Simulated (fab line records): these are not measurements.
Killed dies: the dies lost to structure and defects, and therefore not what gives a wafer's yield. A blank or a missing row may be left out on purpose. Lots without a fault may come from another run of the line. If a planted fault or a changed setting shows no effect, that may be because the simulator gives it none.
fab line records	flow rit-cmos
[record] lots = 5	wafers = 15	last-day = 7
route steps=202 shown NSD@136 PSD@142 SDANNEAL@153 PLDD@159 NLDD@160 SILICIDE@161
lots with no fault: from the same line, run without faults
start-h: hours from the record's first day to the start of the lot's first wafer shown	wait-h: hours elapsed since this lot's preceding step	" the same as in the row above	L1.1+2: a row that stands for several wafers	- no value, or no start given	* or withheld: withheld	< > ~ a bound
route shown NAME@n: names a module that has steps shown in the file, with the first one's number in the route	usual: mean and standard deviation over wafers with no fault	same: alike in all rows	chamber/n: place in a boat	sites: per-site readings	_std_site: their standard deviation	_edge_site: outer sites' mean less inner sites'	radius-mm: how far each site lies from the wafer's centre	mask NAME#n: copy n	behind: the most recent tool/chamber to have shaped the wafer	hold: cause of the lot's hold/its duration in hours/its outcome	device: transistor that didn't switch, given as n, p or np	end of line: tests run on the same wafers once the route is complete	for a step that has no rows: nothing shown but its recipe	killed: dies that structure and defects cost at the first sort, which is not the same as the wafer's yield	map: a wafer's dies, marking killed ones x, the rest . and places with no die _
set.NAME: the setting as run; set.NAME@STEP: as run at that earlier step	model.NAME: the simulator's own value behind a step, which no gauge read
a table for each step, a row for each wafer; lots at some steps of the route
services: when a tool's chamber went out of use (start-h, in hours from the record's first day, below 0 if earlier), for how many hours, and the reason
[[steps]]
[step RIT_NSD_DEVELOP_05]
[recipe] resist = NOVOLAK	develop-time-s = 52.14	dev-temp-c = 23
lot.wafer	tool	chamber	start-h	wait-h
L076.1+5+6	litho-track-03	0	-	-
L078.1+2+3	litho-track-03	0	-	-
L079.1+3+6	litho-track-03	0	-	-
L084.3+5+6	litho-track-01	0	-	-
L095.1+3+6	litho-track-03	0	-	-
[step RIT_NSD_OVL_MEAS_06]
[usual] NSD_OVL = 0.3/1.2
lot.wafer	tool	chamber	start-h	wait-h	NSD_OVL[nm]
L076.1	overlay-01	-	57.84	-	-1.1
L076.5	"	-	"	"	1.3
L076.6	"	-	"	"	-0.3
L078.1	overlay-01	-	67.06	-	1.1
L078.2	"	-	"	"	1.4
L078.3	"	-	"	"	0.2
L079.1	overlay-01	-	74.44	-	2.3
L079.3	"	-	"	"	1.7
L079.6	"	-	"	"	1.9
L084.3	overlay-02	-	100.66	-	-0.4
L084.5	"	-	"	"	0.5
L084.6	"	-	"	"	0.1
L095.1	overlay-02	-	152.35	-	-0.3
L095.3	"	-	"	"	0.1
L095.6	"	-	"	"	-0.4
[step RIT_NSD_HARDBAKE_07]
[recipe] resist = NOVOLAK	temp-c = 140	time-s = 60
lot.wafer	tool	chamber	start-h	wait-h
L076.1+5+6	litho-track-03	0	57.88	0.0
L078.1+2+3	litho-track-01	0	67.09	0.0
L079.1+3+6	litho-track-03	0	74.48	0.0
L084.3+5+6	litho-track-02	0	100.73	0.1
L095.1+3+6	litho-track-03	0	152.39	0.0
[step RIT_NSD_IMPLANT_08]
[recipe] species = P	energy-kev = 25	dose-cm2 = 1e+15	tilt-deg = 7
lot.wafer	tool	chamber	start-h	wait-h
L076.1+5+6	implanter-03	0	58.03	0.1
L078.1+2+3	implanter-02	0	67.24	0.1
L079.1+3+6	implanter-04	0	74.63	0.1
L084.3+5+6	implanter-02	0	100.88	0.1
L095.1+3+6	implanter-02	0	152.54	0.1
[step RIT_NSD_STRIP_09]
[recipe] chemistry = O2	time-s = 180	resist = NOVOLAK	platen-temp-c = withheld	power-w = 500	pressure-mtorr = 4000	o2-flow-sccm = 4000
[usual] drypump-motor-current-A = 5.7/0.49
lot.wafer	tool	chamber	start-h	wait-h	drypump-motor-current-A	rf-hours-counter-h
L076.1	plasma-asher-02	1	58.18	0.1	6.0	42
L076.5	"	1	"	"	6.0	-
L076.6	"	0	"	"	6.2	-
L078.1	plasma-asher-01	1	67.39	0.1	5.5	46
L078.2	"	0	"	"	5.0	46
L078.3	"	1	"	"	5.5	-
L079.1	plasma-asher-01	1	74.78	0.1	5.5	47
L079.3	"	0	"	"	5.0	-
L079.6	"	1	"	"	5.5	-
L084.3	plasma-asher-03	0	101.04	0.1	6.4	-
L084.5	"	0	"	"	6.4	-
L084.6	"	1	"	"	5.7	-
L095.1	plasma-asher-01	1	152.69	0.1	5.5	5
L095.3	"	0	"	"	5.0	-
L095.6	"	0	"	"	5.0	-
[step RIT_NSD_TW_MEAS_10]
[usual] NSD_TW = 3117/23
lot.wafer	tool	chamber	start-h	wait-h	NSD_TW
L076.1	film-metro-02	-	58.36	0.1	3139
L076.5	"	-	"	"	3153
L076.6	"	-	"	"	3143
L078.1	film-metro-01	-	67.57	0.1	3122
L078.2	"	-	"	"	3123
L078.3	"	-	"	"	3112
L079.1	film-metro-02	-	74.95	0.1	3142
L079.3	"	-	"	"	3132
L079.6	"	-	"	"	3122
L084.3	film-metro-01	-	101.18	0.1	3104
L084.5	"	-	"	"	3096
L084.6	"	-	"	"	3077
L095.1	film-metro-01	-	152.86	0.1	3103
L095.3	"	-	"	"	3118
L095.6	"	-	"	"	3108
[step RIT_PSD_HMDS_00]
[recipe] prime-time-s = 60	prime-temp-c = 140
[same] prime-time-s = 60
lot.wafer	tool	chamber	start-h	wait-h
L076.1+5+6	litho-track-01	0	58.42	0.1
L078.1+2+3	litho-track-01	0	67.63	0.1
L079.1+3+6	litho-track-01	0	75.01	0.1
L084.3+5+6	litho-track-04	0	101.27	0.1
L095.1+3+6	litho-track-03	0	152.92	0.1
[step RIT_PSD_COAT_01]
[recipe] resist = NOVOLAK	spin-rpm = 3250	resist-thk-nm = 1000
[usual] spin-speed-rpm = 3250.0/2
lot.wafer	tool	chamber	start-h	wait-h	spin-speed-rpm
L076.1	litho-track-01	0	58.57	0.1	3248.2
L076.5	"	0	"	"	3248.0
L076.6	"	0	"	"	3250.1
L078.1	litho-track-01	0	67.78	0.1	3249.2
L078.2	"	0	"	"	3257.4
L078.3	"	0	"	"	3252.0
L079.1	litho-track-01	0	75.16	0.1	3247.0
L079.3	"	0	"	"	3250.6
L079.6	"	0	"	"	3249.7
L084.3	litho-track-04	0	101.42	0.1	3251.7
L084.5	"	0	"	"	3250.7
L084.6	"	0	"	"	3250.4
L095.1	litho-track-03	0	153.07	0.1	3251.4
L095.3	"	0	"	"	3250.8
L095.6	"	0	"	"	3248.9
[step RIT_PSD_SOFTBAKE_02]
[recipe] resist = NOVOLAK	temp-c = 90	time-s = 60
lot.wafer	tool	chamber	start-h	wait-h
L076.1+5+6	litho-track-01	0	58.72	0.1
L078.1+2+3	litho-track-01	0	67.93	0.1
L079.1+3+6	litho-track-01	0	75.31	0.1
L084.3+5+6	litho-track-04	0	101.57	0.1
L095.1+3+6	litho-track-03	0	153.22	0.1
[step RIT_PSD_EXPOSE_03]
[recipe] mask-id = M10	na = 0.57	target-cd-nm = 40900	dose-mj = 250
[usual] stage-vel-mm-s = 500.00/0.23
lot.wafer	tool	chamber	start-h	wait-h	mask	stage-vel-mm-s
L076.1	iline-stepper-02	0	58.87	0.1	M10#0	499.60
L076.5	"	0	"	"	M10#0	500.30
L076.6	"	0	"	"	M10#0	499.75
L078.1	iline-stepper-02	0	68.20	0.2	M10#0	500.00
L078.2	"	0	"	"	M10#0	500.02
L078.3	"	0	"	"	M10#0	499.92
L079.1	iline-stepper-02	0	75.46	0.1	M10#0	500.32
L079.3	"	0	"	"	M10#0	500.21
L079.6	"	0	"	"	M10#0	500.18
L084.3	iline-stepper-01	0	101.83	0.2	M10#0	499.82
L084.5	"	0	"	"	M10#0	499.85
L084.6	"	0	"	"	M10#0	500.07
L095.1	iline-stepper-01	0	153.50	0.2	M10#0	499.71
L095.3	"	0	"	"	M10#0	500.04
L095.6	"	0	"	"	M10#0	499.69
[step RIT_PSD_PEB_04]
[recipe] resist = NOVOLAK	temp-c = withheld	time-s = withheld
lot.wafer	tool	chamber	start-h	wait-h
L076.1+5+6	litho-track-03	0	59.04	0.2
L078.1+2+3	litho-track-03	0	68.33	0.1
L079.1+3+6	litho-track-04	0	75.58	0.1
L084.3+5+6	litho-track-04	0	101.96	0.1
L095.1+3+6	litho-track-01	0	153.61	0.1
[step RIT_PSD_DEVELOP_05]
[recipe] resist = NOVOLAK	develop-time-s = 50	dev-temp-c = 23
lot.wafer	tool	chamber	start-h	wait-h
L076.1+5+6	litho-track-03	0	-	-
L078.1+2+3	litho-track-03	0	-	-
L079.1+3+6	litho-track-04	0	-	-
L084.3+5+6	litho-track-04	0	-	-
L095.1+3+6	litho-track-01	0	-	-
[step RIT_PSD_OVL_MEAS_06]
[usual] PSD_OVL = -0.5/1.4
lot.wafer	tool	chamber	start-h	wait-h	PSD_OVL[nm]
L076.1	overlay-01	-	59.32	-	0.8
L076.5	"	-	"	"	-0.3
L076.6	"	-	"	"	-2.5
L078.1	overlay-01	-	68.62	-	2.0
L078.2	"	-	"	"	0.8
L078.3	"	-	"	"	0.5
L079.1	overlay-01	-	75.86	-	-1.9
L079.3	"	-	"	"	-2.8
L079.6	"	-	"	"	0.9
L084.3	overlay-02	-	102.21	-	-0.8
L084.5	"	-	"	"	-3.1
L084.6	"	-	"	"	-2.6
L095.1	overlay-01	-	153.90	-	-1.6
L095.3	"	-	"	"	-1.6
L095.6	"	-	"	"	2.0
[step RIT_PSD_HARDBAKE_07]
[recipe] resist = NOVOLAK	temp-c = 139.4	time-s = 60
lot.wafer	tool	chamber	start-h	wait-h
L076.1+5+6	litho-track-01	0	59.36	0.0
L078.1+2+3	litho-track-04	0	68.65	0.0
L079.1+3+6	litho-track-01	0	75.90	0.0
L084.3+5+6	litho-track-03	0	102.28	0.1
L095.1+3+6	litho-track-01	0	153.93	0.0
[step RIT_PSD_IMPLANT_08]
[recipe] species = BF2	energy-kev = 27	dose-cm2 = 5e+15	tilt-deg = 7
lot.wafer	tool	chamber	start-h	wait-h
L076.1+5+6	implanter-02	0	59.51	0.1
L078.1+2+3	implanter-03	0	68.80	0.1
L079.1+3+6	implanter-01	0	76.05	0.1
L084.3+5+6	implanter-02	0	102.43	0.1
L095.1+3+6	implanter-03	0	154.08	0.1
[step RIT_PSD_STRIP_09]
[recipe] chemistry = O2	time-s = 180	resist = NOVOLAK	platen-temp-c = withheld	power-w = 500	pressure-mtorr = 4000	o2-flow-sccm = 4000
[usual] drypump-motor-current-A = 5.7/0.47
lot.wafer	tool	chamber	start-h	wait-h	drypump-motor-current-A	rf-hours-counter-h
L076.1	plasma-asher-03	0	59.66	0.1	6.5	40
L076.5	"	0	"	"	6.5	-
L076.6	"	1	"	"	5.7	-
L078.1	plasma-asher-04	0	68.95	0.1	5.2	26
L078.2	"	1	"	"	5.9	26
L078.3	"	1	"	"	5.9	-
L079.1	plasma-asher-04	1	76.20	0.1	5.9	27
L079.3	"	0	"	"	5.2	-
L079.6	"	1	"	"	5.9	-
L084.3	plasma-asher-03	1	102.59	0.1	5.7	-
L084.5	"	1	"	"	5.7	-
L084.6	"	0	"	"	6.4	-
L095.1	plasma-asher-01	0	154.23	0.1	5.0	5
L095.3	"	1	"	"	5.5	-
L095.6	"	0	"	"	5.0	-
[step RIT_PSD_TW_MEAS_10]
[usual] PSD_TW = 3430/20
lot.wafer	tool	chamber	start-h	wait-h	PSD_TW
L076.1	film-metro-01	-	59.83	0.1	3430
L076.5	"	-	"	"	3427
L076.6	"	-	"	"	3427
L078.1	film-metro-01	-	69.13	0.1	3425
L078.2	"	-	"	"	3438
L078.3	"	-	"	"	3422
L079.1	film-metro-03	-	76.37	0.1	3418
L079.3	"	-	"	"	3424
L079.6	"	-	"	"	3416
L084.3	film-metro-01	-	102.73	0.1	3379
L084.5	"	-	"	"	3392
L084.6	"	-	"	"	3387
L095.1	film-metro-01	-	154.41	0.1	3435
L095.3	"	-	"	"	3420
L095.6	"	-	"	"	3434
[step RIT_SDANNEAL_CLEAN_00]
[recipe] chemistry = SC1	mix = 3:3:50	time-s = 600	temp-c = 75
[usual] bath-guard-temp-C = 74.7/0.6
lot.wafer	tool	chamber	start-h	wait-h	bath-guard-temp-C
L076.1	wet-bench-03	0	59.89	0.1	75.2
L076.5	"	0	"	"	75.0
L076.6	"	0	"	"	75.1
L078.1	wet-bench-02	3	69.19	0.1	73.6
L078.2	"	3	"	"	73.5
L078.3	"	3	"	"	73.6
L079.1	wet-bench-02	1	76.43	0.1	75.2
L079.3	"	1	"	"	75.3
L079.6	"	1	"	"	75.0
L084.3	wet-bench-03	1	102.77	0.0	74.3
L084.5	"	1	"	"	74.2
L084.6	"	1	"	"	74.1
L095.1	wet-bench-03	3	154.47	0.1	75.1
L095.3	"	3	"	"	75.2
L095.6	"	3	"	"	75.1
[step RIT_SDANNEAL_CLEAN_01]
[recipe] chemistry = dHF	dilution = 50:1	time-s = 30
lot.wafer	tool	chamber	start-h	wait-h
L076.1+5+6	wet-bench-04	2	60.07	0.0
L078.1+2+3	wet-bench-02	3	69.36	0.0
L079.1+3+6	wet-bench-04	1	76.62	0.0
L084.3+5+6	wet-bench-02	2	102.94	0.0
L095.1+3+6	wet-bench-02	1	154.64	0.0
[step RIT_SDANNEAL_CLEAN_02]
[recipe] chemistry = SC2	mix = 3:3:50	time-s = 600	temp-c = 75	dry = n2-spin
[usual] bath-guard-temp-C = 74.9/0.53
lot.wafer	tool	chamber	start-h	wait-h	bath-guard-temp-C
L076.1	wet-bench-02	0	60.09	0.0	74.6
L076.5	"	0	"	"	74.9
L076.6	"	0	"	"	75.0
L078.1	wet-bench-02	1	69.38	0.0	75.2
L078.2	"	1	"	"	75.0
L078.3	"	1	"	"	74.9
L079.1	wet-bench-02	3	76.64	0.0	73.9
L079.3	"	3	"	"	73.9
L079.6	"	3	"	"	73.3
L084.3	wet-bench-04	0	102.96	0.0	75.2
L084.5	"	0	"	"	75.2
L084.6	"	0	"	"	75.4
L095.1	wet-bench-03	3	154.66	0.0	75.1
L095.3	"	3	"	"	75.4
L095.6	"	3	"	"	75.3
[step RIT_SDANNEAL_RTA_03]
[recipe] temp-c = 1050	time-s = 5	idle-temp-c = 600	ramp-up-c-per-s = 342	ramp-down-c-per-s = 171	cool-to-c = 600	ambient = N2
[usual] wafer_temp_C_max = 1053.5/1.2
lot.wafer	tool	chamber	start-h	wait-h	wafer_temp_C_max
L076.1	rtp-anneal-01	0	60.26	0.0	1056.4
L076.5	"	0	"	"	1051.0
L076.6	"	0	"	"	1053.8
L078.1	rtp-anneal-01	0	69.55	0.0	1055.3
L078.2	"	0	"	"	1054.8
L078.3	"	0	"	"	1053.3
L079.1	rtp-anneal-02	0	76.83	0.0	1053.4
L079.3	"	0	"	"	1051.5
L079.6	"	0	"	"	1053.1
L084.3	rtp-anneal-01	0	103.17	0.0	1053.8
L084.5	"	0	"	"	1052.8
L084.6	"	0	"	"	1052.6
L095.1	rtp-anneal-02	0	154.83	0.0	1052.6
L095.3	"	0	"	"	1053.0
L095.6	"	0	"	"	1053.3
[step RIT_SDANNEAL_RS_MEAS_04]
[recipe] thk-meas-gauge = four-point-probe
[usual] PSD_RS = 115.92/0.26
lot.wafer	tool	chamber	start-h	wait-h	PSD_RS[ohm/sq]
L076.1	film-metro-02	-	60.32	0.0	115.98
L076.5	"	-	"	"	116.33
L076.6	"	-	"	"	116.20
L078.1	film-metro-02	-	69.61	0.0	116.34
L078.2	"	-	"	"	116.07
L078.3	"	-	"	"	115.74
L079.1	film-metro-02	-	76.89	0.0	115.86
L079.3	"	-	"	"	116.30
L079.6	"	-	"	"	116.21
L084.3	film-metro-03	-	103.25	0.1	115.70
L084.5	"	-	"	"	115.54
L084.6	"	-	"	"	115.86
L095.1	film-metro-01	-	154.89	0.0	115.69
L095.3	"	-	"	"	116.10
L095.6	"	-	"	"	115.60
[step RIT_SDANNEAL_RS_MEAS_05]
[recipe] thk-meas-gauge = four-point-probe
[usual] NSD_RS = 84.5/0.33
lot.wafer	tool	chamber	start-h	wait-h	NSD_RS[ohm/sq]
L076.1	film-metro-02	-	60.44	0.1	84.5
L076.5	"	-	"	"	84.5
L076.6	"	-	"	"	84.7
L078.1	film-metro-02	-	69.73	0.1	85.0
L078.2	"	-	"	"	84.8
L078.3	"	-	"	"	84.6
L079.1	film-metro-02	-	77.01	0.1	84.4
L079.3	"	-	"	"	84.4
L079.6	"	-	"	"	84.7
L084.3	film-metro-03	-	103.37	0.1	84.3
L084.5	"	-	"	"	84.3
L084.6	"	-	"	"	84.6
L095.1	film-metro-01	-	155.01	0.1	84.4
L095.3	"	-	"	"	84.1
L095.6	"	-	"	"	83.9
[step RIT_SDANNEAL_RS_MEAS_06]
[recipe] thk-meas-gauge = four-point-probe
[usual] PLDD_RS = 178.7/0.43
lot.wafer	tool	chamber	start-h	wait-h	PLDD_RS[ohm/sq]
L076.1	film-metro-02	-	60.56	0.1	178.5
L076.5	"	-	"	"	178.7
L076.6	"	-	"	"	179.1
L078.1	film-metro-02	-	69.85	0.1	179.1
L078.2	"	-	"	"	179.8
L078.3	"	-	"	"	179.1
L079.1	film-metro-02	-	77.13	0.1	178.4
L079.3	"	-	"	"	179.3
L079.6	"	-	"	"	179.1
L084.3	film-metro-03	-	103.49	0.1	179.4
L084.5	"	-	"	"	178.3
L084.6	"	-	"	"	178.4
L095.1	film-metro-01	-	155.13	0.1	178.2
L095.3	"	-	"	"	178.5
L095.6	"	-	"	"	178.1
[step RIT_SDANNEAL_RS_MEAS_07]
[recipe] thk-meas-gauge = four-point-probe
[usual] NLDD_RS = 151.6/0.67
lot.wafer	tool	chamber	start-h	wait-h	NLDD_RS[ohm/sq]
L076.1	film-metro-02	-	60.68	0.1	152.1
L076.5	"	-	"	"	151.8
L076.6	"	-	"	"	151.7
L078.1	film-metro-02	-	69.97	0.1	151.8
L078.2	"	-	"	"	152.0
L078.3	"	-	"	"	152.1
L079.1	film-metro-02	-	77.25	0.1	152.4
L079.3	"	-	"	"	151.8
L079.6	"	-	"	"	152.1
L084.3	film-metro-03	-	103.61	0.1	152.0
L084.5	"	-	"	"	152.3
L084.6	"	-	"	"	151.5
L095.1	film-metro-01	-	155.25	0.1	152.0
L095.3	"	-	"	"	151.5
L095.6	"	-	"	"	151.7
[step RIT_SILICIDE_WET_ETCH_00]
[recipe] chemistry = BOE	target = SiO2	target-depth-nm = 14	time-s = 15	dry = n2-spin	dilution = 10:1	temp-c = 21.5
lot.wafer	tool	chamber	start-h	wait-h
L076.1+5+6	wet-bench-02	0	60.80	0.1
L078.1+2+3	wet-bench-01	1	70.09	0.1
L079.1+3+6	wet-bench-03	0	77.37	0.1
L084.3+5+6	wet-bench-03	1	103.69	0.1
L095.1+3+6	wet-bench-02	2	155.37	0.1
[step RIT_SILICIDE_SPUTTER_01]
[recipe] material = Ti	target-thk-nm = 30	power-w = 350	chamber-pressure-pa = 0.667	gas = Ar	time-s = 240	substrate-temp-c = 25
[usual] throttle-valve-pct = 30.7/0.94
lot.wafer	tool	chamber	start-h	wait-h	throttle-valve-pct
L076.1	pvd-sputter-01	-	60.81	0.0	32.0
L076.5	"	-	"	"	30.5
L076.6	"	-	"	"	29.6
L078.1	pvd-sputter-01	-	70.11	0.0	30.5
L078.2	"	-	"	"	29.9
L078.3	"	-	"	"	30.9
L079.1	pvd-sputter-04	-	77.38	0.0	32.0
L079.3	"	-	"	"	31.5
L079.6	"	-	"	"	31.6
L084.3	pvd-sputter-01	-	103.70	0.0	30.8
L084.5	"	-	"	"	31.1
L084.6	"	-	"	"	30.2
L095.1	pvd-sputter-04	-	155.38	0.0	31.2
L095.3	"	-	"	"	29.6
L095.6	"	-	"	"	30.4
[step RIT_SILICIDE_RS_MEAS_02]
[recipe] thk-meas-gauge = four-point-probe	reads = Ti_of_SILICIDE_SPUTTER_01
[usual] SILICIDE_TI_RS = 47.9/0.68
lot.wafer	tool	chamber	start-h	wait-h	SILICIDE_TI_RS[ohm/sq]
L076.1	film-metro-01	-	60.96	0.1	46.6
L076.5	"	-	"	"	47.6
L076.6	"	-	"	"	47.1
L078.1	film-metro-04	-	70.26	0.1	49.0
L078.2	"	-	"	"	48.2
L078.3	"	-	"	"	49.1
L079.1	film-metro-01	-	77.53	0.1	47.7
L079.3	"	-	"	"	48.2
L079.6	"	-	"	"	48.1
L084.3	film-metro-04	-	103.91	0.1	48.4
L084.5	"	-	"	"	48.5
L084.6	"	-	"	"	47.8
L095.1	film-metro-04	-	155.53	0.1	49.0
L095.3	"	-	"	"	47.8
L095.6	"	-	"	"	48.6
[[services]]
tool	chamber	start-h	hours	kind
implanter-03	-	34.26	3.4	repair
iline-stepper-02	0	34.41	-	calibration
wet-bench-03	-	48.20	10.9	repair
pvd-sputter-01	-	52.82	6.8	repair
implanter-02	-	60.80	3.9	pm
wet-bench-03	-	68.62	2.3	repair
iline-stepper-02	-	70.30	1.7	pm
iline-stepper-01	0	77.58	-	calibration
implanter-01	-	77.97	2.8	repair
plasma-asher-01	-	108.75	9.0	pm
plasma-asher-01	0	108.75	9.0	vent-cycle
plasma-asher-01	1	108.75	9.0	vent-cycle
iline-stepper-02	-	109.03	2.4	repair
plasma-asher-01	0	117.75	-	clean
plasma-asher-01	1	117.75	-	clean
iline-stepper-02	-	127.35	-	consumable-replace:lamp
plasma-asher-03	-	127.60	15.7	repair
implanter-02	-	128.49	0.6	repair
implanter-02	-	143.28	3.6	repair
iline-stepper-01	-	148.07	1.7	pm
[[key]]
fault none
